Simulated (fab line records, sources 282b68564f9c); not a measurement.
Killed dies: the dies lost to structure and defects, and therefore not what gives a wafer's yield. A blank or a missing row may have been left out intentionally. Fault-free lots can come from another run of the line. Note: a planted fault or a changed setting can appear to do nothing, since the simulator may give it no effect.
Check of tool commonality + flow ritCmos + Sample size 14 lots and 48 wafers

THE REASON FOR OPENING IT
Of 14 lots, 2 have the reading NSD_TW flagged at RIT_NSD_TW_MEAS_10. Fault-free wafers read 3120, with a standard deviation of 20.
Rule: a lot gets a flag if all its wafers with a number sit over 4 standard deviations from that mean, or if no wafer of it has a number. As for the other lots, they are considered sound.

| lot  | measured    | on           | NSD_TW, wafer by wafer        | flag    |
|------|-------------|--------------|-------------------------------|---------|
| L165 | day 3 01:34 | filmMetro-04 | 3137 3147 3140                |         |
| L166 | day 3 05:39 | filmMetro-04 | 3153 3146 3147                |         |
| L167 | day 3 16:22 | filmMetro-03 | 3084 3110 3093                |         |
| L169 | day 4 03:35 | filmMetro-02 | 3130 3129 3134                |         |
| L171 | day 4 07:48 | filmMetro-03 | 3099 3094 3082                |         |
| L172 | day 4 16:59 | filmMetro-03 | 3088 3079 3096                |         |
| L175 | day 5 08:42 | filmMetro-02 | 3124 3130 3103                |         |
| L177 | day 5 15:28 | filmMetro-04 | 3363 3346 3360 3334 3349 3364 | FLAGGED |
| L178 | day 5 20:49 | filmMetro-03 | 3111 3125 3112                |         |
| L181 | day 6 09:23 | filmMetro-04 | 3356 3364 3343 3352 3354 3362 | FLAGGED |
| L182 | day 6 15:32 | filmMetro-04 | 3122 3116 3121                |         |
| L185 | day 7 05:28 | filmMetro-04 | 3126 3126 3135                |         |
| L187 | day 7 16:26 | filmMetro-02 | 3103 3112 3109                |         |
| L188 | day 7 22:36 | filmMetro-04 | 3154 3149 3133                |         |
On average the flagged lots' numbers are 3354, which is +234 against the usual, or +12 standard deviations.

WHICH TOOL RAN EACH LOT
The record holds 1 process step before the reading, out of a route of 202 steps. Cell contents, in order: the tool; ch with the chambers the sampled wafers went through; the start.
| lot  | flag    | RIT_NSD_IMPLANT_08             |
|------|---------|--------------------------------|
| L165 |         | implanter-02 ch 0, day 3 01:16 |
| L166 |         | implanter-02 ch 0, day 3 05:19 |
| L167 |         | implanter-03 ch 0, day 3 16:03 |
| L169 |         | implanter-04 ch 0, day 4 03:19 |
| L171 |         | implanter-02 ch 0, day 4 07:31 |
| L172 |         | implanter-02 ch 0, day 4 16:40 |
| L175 |         | implanter-02 ch 0, day 5 08:25 |
| L177 | FLAGGED | implanter-02 ch 0, day 5 15:09 |
| L178 |         | implanter-03 ch 0, day 5 20:29 |
| L181 | FLAGGED | implanter-02 ch 0, day 6 09:04 |
| L182 |         | implanter-04 ch 0, day 6 15:13 |
| L185 |         | implanter-04 ch 0, day 7 05:10 |
| L187 |         | implanter-04 ch 0, day 7 16:06 |
| L188 |         | implanter-04 ch 0, day 7 22:17 |
These steps, and what they do:
- RIT_NSD_IMPLANT_08
- RIT_NSD_TW_MEAS_10

FLAGGED AGAINST TOTAL, ONE TOOL AT A TIME (gauges that did the reading follow at the end)
| step               | tool         | lots run | flagged | share of the flagged lots | sound lots run after its first flagged lot |
|--------------------|--------------|----------|---------|---------------------------|--------------------------------------------|
| RIT_NSD_IMPLANT_08 | implanter-02 | 7        | 2       | all                       | 0                                          |
| RIT_NSD_IMPLANT_08 | implanter-03 | 2        | 0       | none                      | -                                          |
| RIT_NSD_IMPLANT_08 | implanter-04 | 5        | 0       | none                      | -                                          |
| RIT_NSD_TW_MEAS_10 | filmMetro-02 | 3        | 0       | none                      | -                                          |
| RIT_NSD_TW_MEAS_10 | filmMetro-03 | 4        | 0       | none                      | -                                          |
| RIT_NSD_TW_MEAS_10 | filmMetro-04 | 7        | 2       | all                       | 3 (L182,L185,L188)                         |

THE TABLE: WHAT IT ALLOWS
Table rows that saw every flagged lot: 2, namely implanter-02 at RIT_NSD_IMPLANT_08 and filmMetro-04 at RIT_NSD_TW_MEAS_10.
- implanter-02 at RIT_NSD_IMPLANT_08: 2 of its 7 lots flagged. A fault beginning between L175 (day 5 08:25), its last sound lot, and L177 (day 5 15:09), its first flagged one, fits the data. Its own readings (beamOnS, faradayCurrentUA) fall more than 4 standard deviations out on all wafers of the flagged lots.
- filmMetro-04 at RIT_NSD_TW_MEAS_10: 2 of its 7 lots flagged. After the first flagged lot (L182, L185, L188), sound lots still ran on it; a lasting fault on the whole tool would not permit that.
implanter-02 at RIT_NSD_IMPLANT_08 is the single tool remaining.

WHAT THE SIMULATOR HAD PUT IN
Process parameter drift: implanter-02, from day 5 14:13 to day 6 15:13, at RIT_NSD_IMPLANT_08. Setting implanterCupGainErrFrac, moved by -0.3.
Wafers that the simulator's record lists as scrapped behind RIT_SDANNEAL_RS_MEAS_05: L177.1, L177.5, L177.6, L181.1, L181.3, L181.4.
Shown lots that were struck: L177, L181. This agrees with what the rule above found.
